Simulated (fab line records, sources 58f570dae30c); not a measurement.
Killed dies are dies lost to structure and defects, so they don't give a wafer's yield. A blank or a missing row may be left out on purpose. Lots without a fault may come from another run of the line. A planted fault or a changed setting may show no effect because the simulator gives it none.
Which tool did it? | flow berkeley_cmos170 | 14 lots, 42 wafers sampled, at 4 steps of a route of 331

WHAT THE GAUGES READ, wafer by wafer
UCB170_PWELL_TW_MEAS_17. Usual: PWELL_TW 380, standard deviation 3.7.
lot  | measured    | on            | PWELL_TW    | flag
L956 | day 3 07:39 | film_metro-02 | 380 382 378 |
L957 | day 3 09:11 | film_metro-04 | 374 372 372 |
L958 | day 3 16:08 | film_metro-01 | 380 380 380 |
L959 | day 3 16:07 | film_metro-02 | 381 381 382 |
L960 | day 3 16:23 | film_metro-02 | 383 380 381 |
L961 | day 4 05:27 | film_metro-01 | 382 379 382 |
L962 | day 4 10:02 | film_metro-01 | 381 381 382 |
L963 | day 4 14:42 | film_metro-01 | 381 380 379 |
L976 | day 7 15:55 | film_metro-04 | 377 376 374 |
L977 | day 7 15:59 | film_metro-01 | 377 378 381 |
L978 | day 7 21:38 | film_metro-04 | 375 377 372 |
L979 | day 7 22:17 | film_metro-02 | 387 385 384 |

UCB170_PVT_TW_MEAS_09. Usual: PVT_TW 504, standard deviation 6.8.
lot  | measured     | on            | PVT_TW      | flag
L956 | day 6 02:52  | film_metro-02 | 516 513 513 |
L957 | day 6 02:26  | film_metro-04 | 497 500 497 |
L958 | day 6 08:35  | film_metro-02 | 511 514 513 |
L959 | day 6 09:05  | film_metro-04 | 497 496 500 |
L960 | day 6 08:52  | film_metro-01 | 504 503 505 |
L961 | day 6 15:35  | film_metro-04 | 497 498 498 |
L962 | day 6 15:48  | film_metro-04 | 497 497 499 |
L963 | day 7 05:03  | film_metro-01 | 509 507 503 |
L976 | day 10 12:01 | film_metro-02 | 513 511 512 |
L977 | day 10 12:07 | film_metro-02 | 514 513 514 |
L978 | day 10 11:45 | film_metro-01 | 504 504 502 |
L979 | day 10 11:43 | film_metro-04 | 496 497 498 |

WHICH TOOL RAN EACH LOT (tool, then ch and the chambers of the sampled wafers, then the start)
lot  | UCB170_NWELL_ANNEAL_03       | UCB170_NWELL_STRIP_15
L956 | furnace-02 ch 0, day 2 00:53 | plasma_asher-01 ch 0,1, day 2 05:35
L957 | furnace-01 ch 0, day 2 08:13 | plasma_asher-04 ch 0,1, day 2 12:35
L958 | furnace-01 ch 0, day 2 14:19 | plasma_asher-02 ch 0,1, day 2 19:42
L959 | furnace-02 ch 0, day 2 20:09 | plasma_asher-02 ch 0,1, day 3 00:49
L960 | furnace-02 ch 0, day 2 20:09 | plasma_asher-01 ch 0,1, day 3 00:34
L961 | furnace-02 ch 0, day 3 04:04 | plasma_asher-02 ch 0,1, day 3 09:00
L962 | furnace-04 ch 0, day 3 09:04 | plasma_asher-02 ch 0,1, day 3 13:34
L963 | furnace-02 ch 0, day 3 13:45 | plasma_asher-02 ch 0, day 3 18:15
L969 | furnace-02, day 4 21:21      | plasma_asher-02 ch 1, day 5 02:25
L970 | furnace-02, day 4 21:21      | plasma_asher-02 ch 0,1, day 5 02:53
L976 | furnace-01 ch 0, day 6 14:09 | plasma_asher-01 ch 0,1, day 6 22:44
L977 | furnace-01 ch 0, day 6 14:09 | plasma_asher-02 ch 0,1, day 6 22:21
L978 | furnace-02 ch 0, day 6 19:22 | plasma_asher-02 ch 0,1, day 7 00:49
L979 | furnace-02 ch 0, day 6 19:22 | plasma_asher-04 ch 0,1, day 7 00:40
- UCB170_NWELL_ANNEAL_03: time 900 s.
- UCB170_NWELL_STRIP_15: strips in O2.

WHAT THE TOOLS THEMSELVES READ (means of the sampled wafers that have a number; where no wafer has one, the mark that the record gives instead)
UCB170_NWELL_ANNEAL_03. Usual: spike_tc_centre_C 1003.5 C, standard deviation 1.1; spike_tc_load_C 1028.8 C, standard deviation 2.6; zone_power_source_pct 33.5 %, standard deviation 2.6.
lot  | tool       | spike_tc_centre_C (C) | spike_tc_load_C (C) | zone_power_source_pct (%) | flag
L956 | furnace-02 | 1003.7                | 1028.0              | 30.9                      |
L957 | furnace-01 | 1002.7                | 1031.8              | 34.1                      |
L958 | furnace-01 | 1002.2                | 1031.0              | 33.9                      |
L959 | furnace-02 | 1005.1                | 1028.9              | 31.1                      |
L960 | furnace-02 | 1003.7                | 1028.8              | 31.4                      |
L961 | furnace-02 | 1003.0                | 1028.5              | 31.3                      |
L962 | furnace-04 | 1002.7                | 1025.6              | 38.0                      |
L963 | furnace-02 | 1004.7                | 1028.6              | 31.2                      |
L969 | furnace-02 | -                     | -                   | -                         | OFF
L970 | furnace-02 | -                     | -                   | -                         | OFF
L976 | furnace-01 | 1002.7                | 1031.6              | 34.0                      |
L977 | furnace-01 | 1003.3                | 1031.5              | 33.9                      |
L978 | furnace-02 | 1003.5                | 1028.0              | 30.9                      |
L979 | furnace-02 | 1002.9                | 1027.7              | 31.3                      |

UCB170_NWELL_STRIP_15. Usual: drypump_motor_current_A 5.83 A, standard deviation 0.14; o2_flow_sccm 400.0 sccm, standard deviation 1.2; oes_product_au 0.721 a.u., standard deviation 0.0043; strip_time_to_endpoint_s 18.01 s, standard deviation 0.078.
lot  | tool            | drypump_motor_current_A (A) | o2_flow_sccm (sccm) | oes_product_au (a.u.) | strip_time_to_endpoint_s (s) | flag
L956 | plasma_asher-01 | 5.92                        | 399.0               | 0.718                 | 17.98                        |
L957 | plasma_asher-04 | 5.73                        | 400.1               | 0.721                 | 18.02                        |
L958 | plasma_asher-02 | 5.76                        | 400.1               | 0.718                 | 17.98                        |
L959 | plasma_asher-02 | 5.90                        | 401.1               | 0.721                 | 18.05                        |
L960 | plasma_asher-01 | 5.92                        | 398.8               | 0.722                 | 18.04                        |
L961 | plasma_asher-02 | 5.81                        | 400.7               | 0.719                 | 17.99                        |
L962 | plasma_asher-02 | 5.90                        | 399.0               | 0.720                 | 17.92                        |
L963 | plasma_asher-02 | 5.72                        | 401.1               | 0.721                 | 18.06                        |
L969 | plasma_asher-02 | 6.00                        | 398.8               | 0.723                 | 18.05                        |
L970 | plasma_asher-02 | 5.91                        | 399.7               | 0.722                 | 17.96                        |
L976 | plasma_asher-01 | 5.94                        | 399.5               | 0.720                 | 17.99                        |
L977 | plasma_asher-02 | 5.90                        | 399.3               | 0.723                 | 18.10                        |
L978 | plasma_asher-02 | 5.88                        | 398.8               | 0.718                 | 18.07                        |
L979 | plasma_asher-04 | 5.74                        | 401.5               | 0.722                 | 18.02                        |

THE ANSWER, worked out from the rows above alone
Rule: a lot is off if the mean of its wafers that have a number lies more than 3 standard deviations from the usual mean. A lot without any number at a reading at which 4 lots or more have one is off too. The other lots that the step has rows for count as sound. The gauges are gone through in route order, then the tools' own readings, and for those a lot's mean is taken as printed above. The first step at which some lot is off is used, and at that step the reading that is off furthest; a lot without a number counts as furthest.
Off: L969, L970, at UCB170_NWELL_ANNEAL_03 (spike_tc_centre_C). Without a number there: L969, L970.
A tool fits if, at that step or a process step before it, it ran every lot that is off, and no sound lot after the first of them. None of those tried fits.

WHAT THE SIMULATOR HAD PUT IN
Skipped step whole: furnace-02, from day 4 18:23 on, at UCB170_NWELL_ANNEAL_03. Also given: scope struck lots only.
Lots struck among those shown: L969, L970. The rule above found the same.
